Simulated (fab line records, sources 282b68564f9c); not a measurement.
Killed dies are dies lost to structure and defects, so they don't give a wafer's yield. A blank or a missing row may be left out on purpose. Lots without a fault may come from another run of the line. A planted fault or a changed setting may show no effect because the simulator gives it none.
Split-lot experiment | flow rit_cmos | 5 lots, 23 wafers read, on a route of 202 steps

THE SPLIT
At RIT_NSD_SOFTBAKE_02 (time 60 s), the setting temp_c was moved away from the recipe's 90 C on 9 of the 23 wafers read, by -3.1% to +4.1%. The other wafers ran this setting at the recipe's value.

The file shows no step between the split and the reading.

THE READING
NOVOLAK_of_NSD_COAT_01.thk_nm (the simulator's own value, which no gauge read), in nm, at RIT_NSD_DEVELOP_05 (develop time 50 s). The file gives no usual value for it. The 14 wafers here that ran the recipe average 1000.6 nm, standard deviation 1.3 nm.

wafer  | tool, chamber at the split | temp_c as run, C | against the recipe | NOVOLAK_of_NSD_COAT_01.thk_nm, nm | against lot-mates on the recipe
L075.1 | litho_track-03, 0          | 90               | recipe             | 1001                              | -
L075.2 | litho_track-03, 0          | 90               | recipe             | 1002                              | -
L075.3 | litho_track-03, 0          | 90               | recipe             | 1003                              | -
L075.5 | litho_track-03, 0          | 90               | recipe             | 1000                              | -
L075.6 | litho_track-03, 0          | 90               | recipe             | 1000                              | -
L077.1 | litho_track-02, 0          | 93.72            | +4.1%              | 991.9                             | -8.5
L077.2 | litho_track-02, 0          | 90               | recipe             | 998.8                             | -
L077.3 | litho_track-02, 0          | 93.72            | +4.1%              | 989.9                             | -10.5
L077.5 | litho_track-02, 0          | 90               | recipe             | 1002                              | -
L077.6 | litho_track-02, 0          | 93.72            | +4.1%              | 988.5                             | -11.9
L080.1 | litho_track-01, 0          | 90               | recipe             | 1000                              | -
L080.2 | litho_track-01, 0          | 87.17            | -3.1%              | 1006                              | +6.5
L080.3 | litho_track-01, 0          | 90               | recipe             | 999                               | -
L080.4 | litho_track-01, 0          | 87.17            | -3.1%              | 1006                              | +6.5
L080.6 | litho_track-01, 0          | 87.17            | -3.1%              | 1008                              | +8.5
L081.1 | litho_track-02, 0          | 91.9             | +2.1%              | 993.9                             | -5.9
L081.2 | litho_track-02, 0          | 90               | recipe             | 1000                              | -
L081.3 | litho_track-02, 0          | 91.9             | +2.1%              | 996.6                             | -3.1
L081.4 | litho_track-02, 0          | 90               | recipe             | 999.5                             | -
L081.5 | litho_track-02, 0          | 91.9             | +2.1%              | 995.4                             | -4.4
L084.3 | litho_track-01, 0          | 90               | recipe             | 1000                              | -
L084.4 | litho_track-01, 0          | 90               | recipe             | 1003                              | -
L084.5 | litho_track-01, 0          | 90               | recipe             | 999.7                             | -

THE FIT
A straight line over all 23 wafers: NOVOLAK_of_NSD_COAT_01.thk_nm changes by -2.31 nm for each +1% of temp_c; r = -0.96; the points scatter about the line by 1.4 nm.
The same after taking each lot's own level away (the mean of its wafers on the recipe; 23 wafers): -2.37 nm for each +1%; r = -0.97; scatter 1.3 nm.
On that fit, the largest move of temp_c shifts the reading by 9.8 nm.
The lots' own levels span 999.50 to 1001.20 nm, that is 1.3 times the standard deviation above.
So the lot-to-lot level changes the slope little: the two slopes agree.
Check: with one of the wafers moved furthest among these (+4.1%) left out of the fit, the line predicts -10.1 nm for it against its lot-mates. It came out at -8.5 nm against them.

OTHER SPLITS ON THESE WAFERS
These wafers also went through other splits before the reading. Each is held against what the fit with the lots' levels taken away leaves over:
other split on the same wafers  | wafers away from the commonest value | r with NOVOLAK_of_NSD_COAT_01.thk_nm (lot level and that fit taken away)
RIT_ACTIVE_EXPOSE_08 dose_mj    | 7                                    | +0.12
RIT_FOX2_OXIDATION_00 ox_time_s | 15                                   | +0.10
RIT_NWELL_SOFTBAKE_02 temp_c    | 11                                   | +0.08
RIT_NRETRO_COAT_01 spin_rpm     | 7                                    | -0.20
RIT_NRETRO_IMPLANT_08 dose_cm2  | 8                                    | -0.27
RIT_PRETRO_COAT_01 spin_rpm     | 12                                   | +0.31
RIT_GATE_SOFTBAKE_12 temp_c     | 10                                   | -0.19

THE FILE'S OWN FIT
NOVOLAK_of_NSD_COAT_01.thk_nm changes by -2.37 nm for each +1% of temp_c, r = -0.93.
